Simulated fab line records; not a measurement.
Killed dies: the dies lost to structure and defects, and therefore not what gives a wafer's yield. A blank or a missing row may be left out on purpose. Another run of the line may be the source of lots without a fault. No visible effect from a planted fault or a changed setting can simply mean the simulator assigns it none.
Which of the tools did it?    flow berkeleyCmos170    14 lots with 42 wafers sampled at 6 steps, on a route of 331 steps

WHAT THE GAUGES READ, wafer by wafer
UCB170_CONTACT_OVL_MEAS_16. Usual: CONTACT_OVL 3 nm, standard deviation 6.7.
lot   measured      on          CONTACT_OVL (nm)  flag
L713  day 8 15:41   overlay-02  20 14 13          
L711  day 8 18:13   overlay-01  11 12 2           
L715  day 8 19:40   overlay-02  7 -1 9            
L717  day 9 17:13   overlay-02  1 -2 1            
L718  day 9 18:09   overlay-02  -1 -7 0           
L719  day 9 18:09   overlay-01  8 7 4             
L721  day 10 05:10  overlay-01  6 10 4            
L720  day 10 12:10  overlay-02  14 8 2            
L723  day 10 22:21  overlay-01  4 8 14            
L726  day 11 13:10  overlay-02  4 -2 -4           
L727  day 11 23:28  overlay-01  0 2 -3            
L728  day 12 01:38  overlay-01  0 -1 4            
L731  day 12 09:14  overlay-01  -3 -5 -6          
L732  day 12 10:25  overlay-01  10 -3 12          

UCB170_M2_CD_MEAS_15 targets a cd of 700 nm. Usual: 699.6 nm for cdNm, sd 1.4.
lot   measured      on        cdNm (nm)          flag
L713  day 9 08:34   cdSem-01  698.0 699.6 699.5  
L711  day 9 08:32   cdSem-02  700.5 700.0 700.2  
L715  day 9 08:52   cdSem-01  702.6 702.4 702.9  
L717  day 10 04:22  cdSem-02  698.8 699.4 699.8  
L718  day 10 04:40  cdSem-02  697.0 698.2 697.0  
L719  day 10 04:55  cdSem-02  701.2 699.8 700.1  
L721  day 10 15:00  cdSem-02  701.0 700.0 700.3  
L720  day 11 00:07  cdSem-01  700.6 699.0 699.1  
L723  day 11 08:23  cdSem-01  697.9 699.3 697.8  
L726  day 11 23:29  cdSem-02  699.2 698.8 700.5  
L727  day 12 12:08  cdSem-01  702.2 702.4 701.2  
L728  day 12 13:33  cdSem-01  697.7 699.8 698.6  
L731  day 12 20:50  cdSem-02  701.2 699.9 699.6  
L732  day 12 21:08  cdSem-02  699.1 698.7 699.2  

UCB170_M2_OVL_MEAS_16. Usual: M2_OVL 3 nm, standard deviation 5.3.
lot   measured      on          M2_OVL (nm)  flag
L713  day 9 08:39   overlay-01  3 13 3       
L711  day 9 08:40   overlay-02  3 5 13       
L715  day 9 08:59   overlay-02  1 5 0        
L717  day 10 04:28  overlay-01  5 9 1        
L718  day 10 04:47  overlay-01  -3 -1 -4     
L719  day 10 05:02  overlay-02  0 -2 -3      
L721  day 10 15:05  overlay-02  7 8 0        
L720  day 11 00:13  overlay-01  0 2 0        
L723  day 11 08:28  overlay-02  0 -6 4       
L726  day 11 23:37  overlay-02  1 6 6        
L727  day 12 12:14  overlay-01  1 2 2        
L728  day 12 13:38  overlay-01  10 11 4      
L731  day 12 20:58  overlay-02  0 10 7       
L732  day 12 21:14  overlay-01  -1 0 1       

UCB170_M2_CD_MEAS_90 targets a cd of 700 nm. Usual: 698.5 nm for cdNm, sd 2.1.
lot   measured      on        cdNm (nm)                            flag
L713  day 9 09:09   cdSem-02  695.7 700.3 696.8                    
L711  day 9 09:01   cdSem-01  702.4 700.8 700.9                    
L715  day 9 09:23   cdSem-01  701.1 700.7 702.7                    
L717  day 10 04:51  cdSem-01  697.8 698.8 696.7                    
L718  day 10 05:20  cdSem-01  696.4 698.0 698.3                    
L719  day 10 05:23  cdSem-02  699.1 699.7 699.7                    
L721  day 10 15:29  cdSem-02  700.4 697.8 697.8                    
L720  day 11 00:35  cdSem-01  667.8 666.4 665.2 667.7 666.0 664.9  OFF
L723  day 11 08:52  cdSem-01  665.4 665.5 664.7 665.2 665.5 664.6  OFF
L726  day 11 23:58  cdSem-01  698.6 696.2 698.1                    
L727  day 12 12:37  cdSem-02  702.9 700.7 700.7                    
L728  day 12 14:02  cdSem-01  697.5 696.5 695.5                    
L731  day 12 21:19  cdSem-02  703.0 699.9 697.5                    
L732  day 12 21:37  cdSem-02  697.9 698.5 698.4                    

WHAT TOOL EACH LOT RAN ON (gives the tool, then ch and the chambers of the sampled wafers, and finally the start)
lot   UCB170_M2_METAL_ETCH_18           UCB170_M2_STRIP_19
L713  rieMetal-04 ch 0,1, day 9 08:48   plasmaAsher-01 ch 0,1, day 9 08:58
L711  rieMetal-02 ch 0,1, day 9 08:44   plasmaAsher-02 ch 0,1, day 9 08:55
L715  rieMetal-02 ch 0,1, day 9 09:04   plasmaAsher-04 ch 0,1, day 9 09:15
L717  rieMetal-01 ch 0,1, day 10 04:32  plasmaAsher-02 ch 0,1, day 10 04:44
L718  rieMetal-02 ch 1, day 10 04:52    plasmaAsher-04 ch 0,1, day 10 05:14
L719  rieMetal-01 ch 0,1, day 10 05:07  plasmaAsher-02 ch 0,1, day 10 05:17
L721  rieMetal-01 ch 0,1, day 10 15:13  plasmaAsher-04 ch 0,1, day 10 15:23
L720  rieMetal-02 ch 0,1, day 11 00:17  plasmaAsher-02 ch 0,1, day 11 00:28
L723  rieMetal-02 ch 0,1, day 11 08:36  plasmaAsher-02 ch 0,1, day 11 08:46
L726  rieMetal-01 ch 0,1, day 11 23:41  plasmaAsher-02 ch 0,1, day 11 23:52
L727  rieMetal-04 ch 0,1, day 12 12:22  plasmaAsher-04 ch 0,1, day 12 12:31
L728  rieMetal-04 ch 0,1, day 12 13:45  plasmaAsher-04 ch 0,1, day 12 13:55
L731  rieMetal-04 ch 0,1, day 12 21:02  plasmaAsher-01 ch 0,1, day 12 21:13
L732  rieMetal-01 ch 0,1, day 12 21:19  plasmaAsher-02 ch 0,1, day 12 21:30
- UCB170_M2_METAL_ETCH_18: etches Al in Cl2/BCl3, stops on SiO2, target depth 1170 nm, time 195 s.
- UCB170_M2_STRIP_19: strips in O2.

WHAT THE TOOLS THEMSELVES READ (means of the sampled wafers that have a number; where no wafer has one, the mark that the record gives instead)
UCB170_M2_METAL_ETCH_18. Usual: drypumpMotorCurrentA 5.8 A, standard deviation 0.34; oesProductAu 0.858 a.u., standard deviation 0.016; throttleValvePct 24.41 %, standard deviation 0.23.
lot   tool         drypumpMotorCurrentA (A)  oesProductAu (a.u.)  throttleValvePct (%)  flag
L713  rieMetal-04  5.9                       0.850                24.52                 
L711  rieMetal-02  6.0                       0.846                24.53                 
L715  rieMetal-02  6.2                       0.851                24.54                 
L717  rieMetal-01  5.5                       0.862                24.28                 
L718  rieMetal-02  5.7                       0.844                24.53                 
L719  rieMetal-01  5.5                       0.865                24.28                 
L721  rieMetal-01  5.5                       0.861                24.29                 
L720  rieMetal-02  6.0                       0.845                24.53                 
L723  rieMetal-02  6.0                       0.857                24.52                 
L726  rieMetal-01  5.5                       0.856                24.30                 
L727  rieMetal-04  5.9                       0.867                24.52                 
L728  rieMetal-04  6.1                       0.861                24.53                 
L731  rieMetal-04  6.1                       0.852                24.54                 
L732  rieMetal-01  5.5                       0.858                24.29                 

UCB170_M2_STRIP_19. Usual: drypumpMotorCurrentA 5.6 A, standard deviation 0.61; oesProductAu 0.540 a.u., standard deviation 0.01.
lot   tool            drypumpMotorCurrentA (A)  oesProductAu (a.u.)  flag
L713  plasmaAsher-01  6.2                       0.534                
L711  plasmaAsher-02  5.4                       0.545                
L715  plasmaAsher-04  5.1                       0.554                
L717  plasmaAsher-02  5.7                       0.545                
L718  plasmaAsher-04  5.2                       0.546                
L719  plasmaAsher-02  5.4                       0.540                
L721  plasmaAsher-04  5.1                       0.539                
L720  plasmaAsher-02  5.7                       0.313                OFF
L723  plasmaAsher-02  5.4                       0.310                OFF
L726  plasmaAsher-02  5.7                       0.537                
L727  plasmaAsher-04  5.2                       0.532                
L728  plasmaAsher-04  5.1                       0.540                
L731  plasmaAsher-01  6.2                       0.536                
L732  plasmaAsher-02  5.7                       0.532                

THE ANSWER, worked out from the rows above alone
Rule: a lot is off if the mean of its wafers that have a number lies more than 3 standard deviations from the usual mean. A lot without any number at a reading at which 4 lots or more have one is off too. All remaining lots with rows at the step are treated as sound. After the gauges, taken in route order, come the tools' own readings; for these a lot's mean is taken, as printed above. At the first step where some lot is off, the reading lying furthest off is the one used; lots without a number count as furthest.
Off: L720, L723 (UCB170_M2_CD_MEAS_90, cdNm).
A tool fits if, at a process step before that reading, it ran every lot that is off, and no sound lot after the first of them. The gauges at UCB170_M2_CD_MEAS_90 aren't tried: what is off there is off at UCB170_M2_STRIP_19 too, on other tools, and a gauge's error can't cause that. One candidate fits, namely rieMetal-02 at UCB170_M2_METAL_ETCH_18. Its last sound lot is L718 (day 10 04:52), its first lot that is off L720 (day 11 00:17): a fault that began between those two fits.

WHAT THE SIMULATOR HAD PUT IN
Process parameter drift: rieMetal-02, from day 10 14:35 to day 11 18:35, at UCB170_M2_METAL_ETCH_18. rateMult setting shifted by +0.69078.
Shown lots that were struck: L720, L723. The same result came from the rule above.
